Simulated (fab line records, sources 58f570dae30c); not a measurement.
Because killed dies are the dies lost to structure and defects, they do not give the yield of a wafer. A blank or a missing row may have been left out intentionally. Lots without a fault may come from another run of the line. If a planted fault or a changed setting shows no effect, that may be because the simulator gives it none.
Chamber matching | flow berkeley-cmos170 | UCB170_V2_CMP_02 on cmp-01 has 4 sister chambers
The step polishes SiO2. 18 wafers are shown with their chamber, then 9 later ones without.

## WAFERS, EACH WITH ITS CHAMBER
wafer  | chamber | motor-current-A (A)
L076.1 | 0       | 14.0
L076.2 | 2       | 16.7
L076.6 | 3       | 16.6
L087.1 | 2       | 16.9
L087.4 | 0       | 15.6
L087.6 | 1       | 18.5
L087.2 | 3       | 15.7
L087.3 | 1       | 18.4
L087.5 | 0       | 15.3
L088.1 | 0       | 14.1
L088.4 | 2       | 17.0
L088.6 | 3       | 16.5
L090.2 | 3       | 16.6
L090.4 | 2       | 16.0
L090.6 | 2       | 17.2
L090.1 | 0       | 15.2
L090.3 | 1       | 17.6
L090.5 | 3       | 15.7

SIGNATURES (means of the wafers above)
reading         | chamber 0 | chamber 1 | chamber 2 | chamber 3 | scatter within a chamber
motor-current-A | 14.840    | 18.167    | 16.760    | 16.220    | 0.562
Rule: for a wafer and a chamber, the distance is found by dividing, reading by reading, the gap between the wafer's reading and the chamber's mean by the reading's scatter, squaring, summing and taking the root. If the next closest chamber is less than 2 further off than the closest, the wafer can't be placed; otherwise it belongs to the closest. The scatter: the root of (the sum of the squares of (reading less its chamber's mean) over the shown wafers, divided by (wafers less chambers)).

## WAFERS WHOSE CHAMBER IS MISSING
wafer  | motor-current-A (A)
L092.2 | 15.9
L092.3 | 17.5
L092.5 | 17.6
L093.3 | 16.2
L093.4 | 15.2
L093.5 | 15.9
L097.1 | 18.3
L097.4 | 16.2
L097.5 | 14.4

## WHICH CHAMBER EACH ONE RAN IN
wafer  | from the rows above          | in truth
L092.2 | can't be placed: 3 or 2 or 0 | 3
L092.3 | can't be placed: 1 or 2 or 3 | 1
L092.5 | can't be placed: 1 or 2 or 3 | 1
L093.3 | can't be placed: 3 or 2      | 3
L093.4 | can't be placed: 0 or 3      | 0
L093.5 | can't be placed: 3 or 2 or 0 | 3
L097.1 | 1                            | 1
L097.4 | can't be placed: 3 or 2      | 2
L097.5 | 0                            | 0
2 of 9 placed correctly. Cannot be placed on the basis of these rows: 7; the candidates contain the true chamber in 7. 0 placed wrongly.
